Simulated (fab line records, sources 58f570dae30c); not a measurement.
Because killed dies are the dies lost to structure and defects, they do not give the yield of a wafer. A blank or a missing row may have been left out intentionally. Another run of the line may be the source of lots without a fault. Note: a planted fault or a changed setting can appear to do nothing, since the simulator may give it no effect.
What tool caused it? / flow berkeley cmos170 / 21 wafers from 7 lots sampled at 2 of the route's 331 steps

== WHAT EACH GAUGE READ, for each wafer ==
UCB170_V2_BOW_MEAS_03.
lot=L195; measured=day 9 12:41; on=film metro-04; V2_BOW (um)=43 48 47
lot=L196; measured=day 10 14:32; on=film metro-03; V2_BOW (um)=39 43 39
lot=L201; measured=day 11 06:12; on=film metro-04; V2_BOW (um)=43 43 40
lot=L203; measured=day 12 06:40; on=film metro-02; V2_BOW (um)=43 36 33
lot=L205; measured=day 13 02:49; on=film metro-02; V2_BOW (um)=36 37 30
lot=L211; measured=day 13 20:10; on=film metro-04; V2_BOW (um)=33 41 37
lot=L217; measured=day 15 02:14; on=film metro-03; V2_BOW (um)=53 48 42

== TOOL THAT RAN EACH LOT (tool first, then ch and the chambers of the sampled wafers, then the start) ==
lot=L195; UCB170_GATE_ETCH_15=rie si-02 ch 1,2,3, day 7 23:46
lot=L196; UCB170_GATE_ETCH_15=rie si-01 ch 0,3, day 8 22:10
lot=L201; UCB170_GATE_ETCH_15=rie si-01 ch 1,2,3, day 9 16:38
lot=L203; UCB170_GATE_ETCH_15=rie si-02 ch 1,3, day 10 11:10
lot=L205; UCB170_GATE_ETCH_15=rie si-01 ch 1,2, day 11 06:57
lot=L211; UCB170_GATE_ETCH_15=rie si-02 ch 0,1,2, day 12 11:40
lot=L217; UCB170_GATE_ETCH_15=rie si-01 ch 0,1,2, day 13 16:14
- UCB170_GATE_ETCH_15: etches poly-Si in HBr/Cl2, stops on SiO2, time 56.3 s, target depth 278.2 nm.

== THE ANSWER, worked out from the rows above alone ==
Rule: usual is defined by the lots themselves. Put in order of their means at a reading, lots are off if they are a third of the lots or fewer, leave a main group of 4 or more, and stand apart from it by a gap of 3 or more times the standard deviation of the main group's means; of several such gaps the widest counts. A main group whose means are all the same, to the digits that the tables above print for the reading, isn't used. A lot without any number at a reading at which 4 lots or more have one is off too. The other lots that the step has rows for count as sound.
No lot is off at any reading shown: from this, nothing can be told.

== WHAT THE SIMULATOR HAD INSERTED ==
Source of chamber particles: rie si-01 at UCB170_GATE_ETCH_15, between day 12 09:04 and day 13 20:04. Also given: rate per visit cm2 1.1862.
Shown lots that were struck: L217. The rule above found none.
